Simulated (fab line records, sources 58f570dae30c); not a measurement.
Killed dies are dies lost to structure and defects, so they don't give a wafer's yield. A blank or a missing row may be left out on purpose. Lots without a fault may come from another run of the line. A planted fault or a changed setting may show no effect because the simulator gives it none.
Which tool did it? | flow berkeley_cmos170 | 13 lots, 39 wafers sampled, at 2 steps of a route of 331

WHAT THE GAUGES READ, wafer by wafer
UCB170_PVT_TW_MEAS_09. Usual: PVT_TW 507, standard deviation 3.1.
lot  | measured     | on            | PVT_TW      | flag
L952 | day 6 09:52  | film_metro-04 | 506 502 502 |
L950 | day 6 10:25  | film_metro-04 | 503 505 503 |
L953 | day 6 23:26  | film_metro-04 | 502 504 503 |
L954 | day 7 07:57  | film_metro-04 | 507 503 505 |
L955 | day 7 08:14  | film_metro-04 | 506 507 509 |
L959 | day 7 20:58  | film_metro-01 | 505 504 507 |
L964 | day 8 22:10  | film_metro-03 | 511 512 511 |
L966 | day 8 22:40  | film_metro-01 | 510 511 510 |
L971 | day 10 04:05 | film_metro-01 | 507 508 508 |
L968 | day 10 04:10 | film_metro-03 | 510 513 512 |
L967 | day 10 04:18 | film_metro-01 | 507 506 506 |
L970 | day 10 04:22 | film_metro-01 | 512 509 510 |
L972 | day 10 14:53 | film_metro-03 | 511 507 514 |

WHICH TOOL RAN EACH LOT (tool, then ch and the chambers of the sampled wafers, then the start)
lot  | UCB170_PVT_STRIP_08
L952 | plasma_asher-04 ch 0,1, day 6 09:46
L950 | plasma_asher-04 ch 0,1, day 6 10:19
L953 | plasma_asher-01 ch 0,1, day 6 23:20
L954 | plasma_asher-02 ch 0,1, day 7 07:51
L955 | plasma_asher-04 ch 0,1, day 7 08:07
L959 | plasma_asher-01 ch 0,1, day 7 20:51
L964 | plasma_asher-04 ch 0,1, day 8 22:04
L966 | plasma_asher-04 ch 0,1, day 8 22:35
L971 | plasma_asher-04 ch 0,1, day 10 03:58
L968 | plasma_asher-02 ch 0,1, day 10 04:04
L967 | plasma_asher-04 ch 0,1, day 10 04:13
L970 | plasma_asher-01 ch 0,1, day 10 04:15
L972 | plasma_asher-04 ch 1, day 10 14:47
- UCB170_PVT_STRIP_08: strips in O2.

WHAT THE TOOLS THEMSELVES READ (means of the sampled wafers that have a number; where no wafer has one, the mark that the record gives instead)
UCB170_PVT_STRIP_08. Usual: drypump_motor_current_A 5.7 A, standard deviation 0.55; oes_product_au 0.734 a.u., standard deviation 0.0042; strip_time_to_endpoint_s 21.60 s, standard deviation 0.082.
lot  | tool            | drypump_motor_current_A (A) | oes_product_au (a.u.) | strip_time_to_endpoint_s (s) | flag
L952 | plasma_asher-04 | 5.9                         | 0.732                 | 21.59                        |
L950 | plasma_asher-04 | 6.2                         | 0.733                 | 21.60                        |
L953 | plasma_asher-01 | 4.8                         | 0.738                 | 21.53                        |
L954 | plasma_asher-02 | 5.9                         | 0.737                 | 21.50                        |
L955 | plasma_asher-04 | 5.9                         | 0.733                 | 21.62                        |
L959 | plasma_asher-01 | 5.0                         | 0.731                 | 21.44                        |
L964 | plasma_asher-04 | 6.2                         | 0.734                 | 21.61                        |
L966 | plasma_asher-04 | 5.9                         | 0.734                 | 21.58                        |
L971 | plasma_asher-04 | 5.9                         | 0.731                 | 21.57                        |
L968 | plasma_asher-02 | 5.9                         | 0.729                 | 21.73                        |
L967 | plasma_asher-04 | 5.9                         | 0.732                 | 21.52                        |
L970 | plasma_asher-01 | 4.8                         | 0.735                 | 21.67                        |
L972 | plasma_asher-04 | 6.4                         | 0.732                 | 21.59                        |

THE ANSWER, worked out from the rows above alone
Rule: a lot is off if the mean of its wafers that have a number lies more than 3 standard deviations from the usual mean. A lot without any number at a reading at which 4 lots or more have one is off too. The other lots that the step has rows for count as sound. The gauges are gone through in route order, then the tools' own readings, and for those a lot's mean is taken as printed above. The first step at which some lot is off is used, and at that step the reading that is off furthest; a lot without a number counts as furthest.
No lot is off at any reading shown: from this, nothing can be told.

WHAT THE SIMULATOR HAD PUT IN
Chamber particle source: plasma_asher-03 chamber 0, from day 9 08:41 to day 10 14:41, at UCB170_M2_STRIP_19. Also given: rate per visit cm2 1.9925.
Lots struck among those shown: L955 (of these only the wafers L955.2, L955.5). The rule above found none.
